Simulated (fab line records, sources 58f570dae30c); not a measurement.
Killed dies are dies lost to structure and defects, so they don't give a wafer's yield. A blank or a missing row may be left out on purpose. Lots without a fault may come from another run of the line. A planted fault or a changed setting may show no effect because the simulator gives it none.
fab line records | flow berkeley_cmos170
record lots=14 wafers=42 last_day=12
route steps=331 shown NWELL@16 WELLDRIVE@56 NLDD@164 M1@247
lots that met no fault: from a run of the same line without faults
start_h: hours from the record's first day to the start of the lot's first wafer shown | wait_h: hours since the lot's step before | " the same as in the row above | L1.1+2: a row that stands for several wafers | - no value, or no start given | * or withheld: withheld | < > ~ a bound
route shown NAME@n: a module of which the file shows steps, and the number in the route of the first | usual: mean/standard deviation of fault-free wafers | same: alike in all rows | chamber/n: place in a boat | sites: the reading at each site | _std_site: their standard deviation | _edge_site: outer sites' mean less inner sites' | radius_mm: how far each site lies from the wafer's centre | mask NAME#n: copy n | behind: the tool/chamber that last shaped the wafer | hold: why the lot was held/for how many hours/how that ended | device: the transistor (n, p or np) that didn't switch | end of line: the same wafers' tests at the end of the route | a step without rows: its recipe alone | killed: dies lost to structure and defects at the first sort, not the wafer's yield | map: a wafer's dies, x killed, . not, _ none there
set.NAME: the setting as run; set.NAME@STEP: as run at that earlier step | model.NAME: the simulator's own value behind a step, which no gauge read
steps of the route over a sample of lots; a table a step, a row a wafer
services: from which hour (start_h, from the record's first day; less than 0 if before it) a tool's chamber was out of use, for how many hours, and why
## steps
# step UCB170_NWELL_THK_MEAS_02
# recipe reads=SiO2_of_NWELL_OXIDATION_01
# usual NWELL_OXIDE_THK=26.3/0.53
# columns lot.wafer tool chamber start_h wait_h NWELL_OXIDE_THK[nm]
L679.2 film_metro-02 - 23.00 0.0 25.6
L679.3 " - " " 25.9
L679.6 " - " " 26.2
L680.2 film_metro-01 - 25.80 0.0 26.5
L680.4 " - " " 25.9
L680.6 " - " " 26.0
L681.2 film_metro-04 - 29.84 0.0 26.4
L681.4 " - " " 26.5
L681.5 " - " " 26.6
L683.1 film_metro-02 - 41.05 0.0 26.6
L683.3 " - " " 26.9
L683.6 " - " " 26.6
L684.1 film_metro-02 - 47.69 0.0 26.4
L684.3 " - " " 26.5
L684.5 " - " " 26.9
L686.3 film_metro-02 - 56.18 0.0 26.2
L686.4 " - " " 26.2
L686.6 " - " " 26.1
L685.2 film_metro-04 - 56.21 0.1 27.5
L685.4 " - " " 26.4
L685.6 " - " " 26.6
L687.2 film_metro-04 - 63.14 0.0 25.6
L687.4 " - " " 26.3
L687.6 " - " " 25.7
L688.1 film_metro-01 - 74.48 0.0 26.9
L688.4 " - " " 26.8
L688.5 " - " " 26.4
L690.2 film_metro-01 - 77.09 0.0 26.4
L690.3 " - " " 26.5
L690.5 " - " " 26.4
L694.1 film_metro-02 - 102.52 0.0 26.4
L694.4 " - " " 26.1
L694.6 " - " " 25.8
L695.3 film_metro-04 - 102.54 0.0 25.5
L695.5 " - " " 24.9
L695.6 " - " " 24.9
L698.1 film_metro-02 - 115.06 0.0 24.6
L698.4 " - " " 25.2
L698.5 " - " " 25.3
L702.1 film_metro-04 - 140.69 0.0 27.5
L702.2 " - " " 27.4
L702.5 " - " " 27.2
# step UCB170_WELLDRIVE_OXIDATION_01
# recipe temp_c=1100 ambient=O2 target_thk_a=1990 ox_time_s=9000
# usual ox_time_s=9000/0 spike_tc_centre_C=1102.7/1.3
# columns lot.wafer tool chamber start_h wait_h ox_time_s spike_tc_centre_C
L679.2 furnace-03 0 52.85 2.5 9000 1104.2
L679.3 " 0 " " 9000 1104.2
L679.6 " 0 " " 9000 1102.8
L680.2 furnace-03 0 63.13 7.2 9000 1102.1
L680.4 " 0 " " 9000 1104.4
L680.6 " 0 " " 9000 1104.1
L681.2 furnace-03 0 63.13 0.2 9000 1104.2
L681.4 " 0 " " 9000 1102.8
L681.5 " 0 " " 9000 1101.1
L683.1 furnace-02 0 76.47 1.4 9000 1101.6
L683.3 " 0 " " 9000 1104.4
L683.6 " 0 " " 9000 1103.5
L684.1 furnace-01 0 82.07 2.2 9000 1100.8
L684.3 " 0 " " 9000 1102.1
L684.5 " 0 " " 9000 1101.8
L686.3 furnace-03 0 87.00 2.4 9000 1102.4
L686.4 " 0 " " 9000 1102.7
L686.6 " 0 " " 9000 1103.2
L685.2 furnace-01 0 97.85 3.3 9000 1101.3
L685.4 " 0 " " 9000 1101.1
L685.6 " 0 " " 9000 1103.7
L687.2 furnace-01 0 101.35 2.8 9000 1100.1
L687.4 " 0 " " 9000 1100.7
L687.6 " 0 " " 9000 1103.0
L688.1 furnace-01 0 107.76 0.4 9000 1103.1
L688.4 " 0 " " 9000 1102.1
L688.5 " 0 " " 9000 1101.5
L690.2 furnace-01 0 107.76 0.9 9000 1100.6
L690.3 " 0 " " 9000 1102.3
L690.5 " 0 " " 9000 1100.7
L694.1 furnace-01 0 139.40 1.9 7200 1102.3
L694.4 " 0 " " 7200 1103.0
L694.6 " 0 " " 7200 1102.3
L695.3 furnace-01 0 139.40 2.5 7200 1103.1
L695.5 " 0 " " 7200 1101.9
L695.6 " 0 " " 7200 1102.0
L698.1 furnace-03 0 150.78 3.5 9000 1103.6
L698.4 " 0 " " 9000 1104.4
L698.5 " 0 " " 9000 1103.7
L702.1 furnace-02 0 173.24 2.3 9000 1102.9
L702.2 " 0 " " 9000 1103.9
L702.5 " 0 " " 9000 1102.9
# step UCB170_WELLDRIVE_THK_MEAS_02
# recipe reads=SiO2_of_WELLDRIVE_OXIDATION_01
# usual WELLDRIVE_OXIDE_THK=199/3.9
# columns lot.wafer tool chamber start_h wait_h WELLDRIVE_OXIDE_THK[nm]
L679.2 film_metro-03 - 56.36 0.0 193
L679.3 " - " " 195
L679.6 " - " " 200
L680.2 film_metro-04 - 66.64 0.0 194
L680.4 " - " " 193
L680.6 " - " " 195
L681.2 film_metro-01 - 66.64 0.0 201
L681.4 " - " " 203
L681.5 " - " " 201
L683.1 film_metro-04 - 79.97 0.0 199
L683.3 " - " " 202
L683.6 " - " " 200
L684.1 film_metro-01 - 85.57 0.0 197
L684.3 " - " " 196
L684.5 " - " " 196
L686.3 film_metro-04 - 90.63 0.1 202
L686.4 " - " " 201
L686.6 " - " " 199
L685.2 film_metro-04 - 101.36 0.0 201
L685.4 " - " " 204
L685.6 " - " " 202
L687.2 film_metro-03 - 104.86 0.0 200
L687.4 " - " " 201
L687.6 " - " " 204
L688.1 film_metro-01 - 111.26 0.0 202
L688.4 " - " " 201
L688.5 " - " " 198
L690.2 film_metro-04 - 111.27 0.0 199
L690.3 " - " " 197
L690.5 " - " " 199
L694.1 film_metro-03 - 142.90 0.0 182
L694.4 " - " " 182
L694.6 " - " " 180
L695.3 film_metro-01 - 142.92 0.0 175
L695.5 " - " " 177
L695.6 " - " " 176
L698.1 film_metro-04 - 154.28 0.0 200
L698.4 " - " " 198
L698.5 " - " " 198
L702.1 film_metro-03 - 176.74 0.0 201
L702.2 " - " " 199
L702.5 " - " " 200
# step UCB170_NLDD_CD_MEAS_06
# recipe target_cd_nm=1200
# usual cd_nm=1198.9/1.5
# columns lot.wafer tool chamber start_h wait_h cd_nm
L679.2 cd_sem-01 - 123.14 - 1199.1
L679.3 " - " " 1200.0
L679.6 " - " " 1199.2
L681.2 cd_sem-01 - 130.88 - 1198.4
L681.4 " - " " 1197.9
L681.5 " - " " 1199.0
L680.2 cd_sem-01 - 131.56 - 1197.6
L680.4 " - " " 1197.4
L680.6 " - " " 1198.6
L683.1 cd_sem-02 - 141.50 - 1198.5
L683.3 " - " " 1197.8
L683.6 " - " " 1198.2
L684.1 cd_sem-02 - 159.61 - 1199.6
L684.3 " - " " 1199.9
L684.5 " - " " 1198.5
L686.3 cd_sem-01 - 165.85 - 1198.5
L686.4 " - " " 1199.5
L686.6 " - " " 1198.3
L690.2 cd_sem-01 - 172.80 - 1199.1
L690.3 " - " " 1199.3
L690.5 " - " " 1199.4
L685.2 cd_sem-01 - 173.07 - 1202.7
L685.4 " - " " 1203.2
L685.6 " - " " 1203.1
L688.1 cd_sem-01 - 173.30 - 1199.4
L688.4 " - " " 1198.4
L688.5 " - " " 1195.9
L687.2 cd_sem-01 - 173.44 - 1196.3
L687.4 " - " " 1197.5
L687.6 " - " " 1196.1
L694.1 cd_sem-02 - 216.67 - 1198.5
L694.4 " - " " 1198.7
L694.6 " - " " 1197.1
L695.3 cd_sem-01 - 217.10 - 1198.0
L695.5 " - " " 1199.5
L695.6 " - " " 1198.9
L698.1 cd_sem-02 - 223.32 - 1198.4
L698.4 " - " " 1198.6
L698.5 " - " " 1198.1
L702.1 cd_sem-02 - 242.50 - 1199.6
L702.2 " - " " 1200.0
L702.5 " - " " 1199.5
# step UCB170_M1_CD_MEAS_09
# recipe target_cd_nm=700
# usual cd_nm=700.4/1.3
# columns lot.wafer tool chamber start_h wait_h cd_nm
L679.2 cd_sem-02 - 142.77 - 700.8
L679.3 " - " " 702.0
L679.6 " - " " 701.3
L680.2 cd_sem-02 - 150.87 - 700.0
L680.4 " - " " 697.9
L680.6 " - " " 698.9
L681.2 cd_sem-02 - 151.02 - 700.5
L681.4 " - " " 699.0
L681.5 " - " " 699.5
L683.1 cd_sem-01 - 160.51 - 701.9
L683.3 " - " " 701.9
L683.6 " - " " 701.4
L684.1 cd_sem-01 - 182.44 - 701.3
L684.3 " - " " 700.6
L684.5 " - " " 699.3
L686.3 cd_sem-02 - 188.91 - 702.1
L686.4 " - " " 699.9
L686.6 " - " " 702.5
L688.1 cd_sem-01 - 192.64 - 702.3
L688.4 " - " " 702.2
L688.5 " - " " 702.1
L690.2 cd_sem-01 - 193.24 - 701.1
L690.3 " - " " 701.9
L690.5 " - " " 700.0
L687.2 cd_sem-01 - 193.74 - 697.6
L687.4 " - " " 698.6
L687.6 " - " " 698.7
L685.2 cd_sem-02 - 194.02 - 703.2
L685.4 " - " " 702.2
L685.6 " - " " 703.4
L695.3 cd_sem-02 - 237.48 - 701.0
L695.5 " - " " 699.5
L695.6 " - " " 700.7
L694.1 cd_sem-02 - 238.00 - 700.1
L694.4 " - " " 700.3
L694.6 " - " " 700.6
L698.1 cd_sem-02 - 245.22 - 699.6
L698.4 " - " " 699.4
L698.5 " - " " 699.3
L702.1 cd_sem-01 - 262.16 - 701.0
L702.2 " - " " 701.4
L702.5 " - " " 701.6
## services
# columns tool chamber start_h hours kind
furnace-02 - 57.96 4.7 pm
furnace-03 - 120.48 3.4 pm
furnace-01 - 134.55 3.6 pm
furnace-01 - 151.11 3.6 pm
## key
first_sign step=UCB170_WELLDRIVE_OXIDATION_01 reading=ox_time_s direction=down sigmas=99+ usual=* struck=*
effect step=UCB170_WELLDRIVE_THK_MEAS_02 reading=WELLDRIVE_OXIDE_THK direction=down sigmas=5.3 usual=199 struck=179
met_at UCB170_WELLDRIVE_OXIDATION_01
struck_lots L694,L695
tester_left_out L694,L695
not_acting_at UCB170_NWELL_THK_MEAS_02,UCB170_NLDD_CD_MEAS_06,UCB170_M1_CD_MEAS_09
onset_between 107.76 139.40
fault kind=process_parameter_drift tool=furnace-01 chamber=- onset_h=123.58 steps=UCB170_WELLDRIVE_OXIDATION_01 channel=ox_time_s offset=* shape=step end_h=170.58 acts_in=* stated=*
# tester_left_out: of these lots the tester's yield and bins aren't shown, on N5 and GAA mostly nor the transistor test; their killed dies are dies lost to structure and defects alone, not to doping, threshold or leakage, so they don't give the yield
